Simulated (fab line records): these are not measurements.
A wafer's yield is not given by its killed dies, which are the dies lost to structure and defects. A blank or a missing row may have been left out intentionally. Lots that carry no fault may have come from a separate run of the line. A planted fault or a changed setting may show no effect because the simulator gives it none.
Code-filled problem report in 8D (eight disciplines) form :: flow rit cmos :: the parts of the form that need people (team, actions taken, sign-off) are left out

1. PROBLEM STATEMENT
Wafers free of any fault read 409 nm (standard deviation 4.5) for CONTACT_TEOS_THK at RIT_CONTACT_THK_MEAS_01, against a mean of 223 nm on 3 wafers of 2 lots. That is -41 standard deviations from the usual mean.
The first sign was on wafer L274.3 at day 6 00:08, on film metro-01. At this step, 42 wafers from 14 lots have a number in the record. Rule for "out", or "out of limits": more than 4 standard deviations from the usual mean. All remaining wafers that have a number are taken as sound.

2. WHAT IT IS, WHAT IT ISN'T
question: which readings at this step
is: CONTACT_TEOS_THK
is not: -

question: which lots
is: L274, L277
is not: L260, L261, L262, L264, L265, L266, L267, L268, L272, L279, L281, L282

question: which wafers of those lots
is: L274.3, L274.5, L277.2
is not: L274.2, L277.1, L277.3

question: read on which gauges
is: film metro-01
is not: film metro-02, film metro-03

question: when
is: from day 6 00:08
is not: up to then (28 sound wafers); but 11 sound wafers of L277, L279, L281, L282 came after

3. SUSPECTS, AND WHAT RULES EACH OUT
Counting: any tool at a process step up to the reading remains a suspect provided it ran every lot that is out. Sound lots after the first of them don't rule it out here, since some wafers of a struck lot are sound.
- the gauge at RIT_CONTACT_THK_MEAS_01: kept. All the wafers that are out were read on film metro-01, and no step on other tools shows them out.
- pecvd-04 at RIT_CONTACT_CVD_00 (deposits SiO2 from TEOS, target thk 400 nm, time 62.35 s): kept. Every lot that is out went through it, the first being L274 (day 6 00:05); the last sound lot it ran before that was L268 (day 4 20:00).
- Within pecvd-04 at RIT_CONTACT_CVD_00: the wafers that are out ran in chamber 0; their sound lot-mates ran in chambers 1, 2.
After counting, pecvd-04 at RIT_CONTACT_CVD_00 and film metro-01 at RIT_CONTACT_THK_MEAS_01 remain.

4. THE CAUSE (what the simulator had put in)
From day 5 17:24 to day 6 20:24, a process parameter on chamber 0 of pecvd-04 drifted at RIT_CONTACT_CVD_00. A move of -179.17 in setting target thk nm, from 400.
Counting left 2 suspects, and this tool is among them.

5. SEQUENCE OF EFFECTS, ordered by route
Each row: a reading whose mean over the struck wafers that have a number lies more than 3 standard deviations from the usual. Readings are gone through only where the record gives a usual standard deviation; hours: the median, over the lots, of the time from a lot's start at the first step in this table giving one to that lot's start at this step; sigmas: the change measured in usual standard deviations.
hours: 0
step: RIT_CONTACT_THK_MEAS_01
reading: CONTACT_TEOS_THK
usual: 409 nm
on struck wafers: 223
change: -186
sigmas: -41

6. HOW IT WOULD HAVE BEEN CAUGHT EARLIER
In this record the first reading out of limits at a measuring or inspecting step was taken at day 6 00:08, 7 hours after the fault began at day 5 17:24.
Of the tool readings at RIT_CONTACT_CVD_00 for which the record gives a usual standard deviation, none was out on any struck wafer, so an alarm limit of 4 standard deviations on them would not have fired.
Lots out: 2; of these, L277 started RIT_CONTACT_CVD_00 on pecvd-04 after day 6 00:08. It would have been spared by a hold on the tool at that moment.
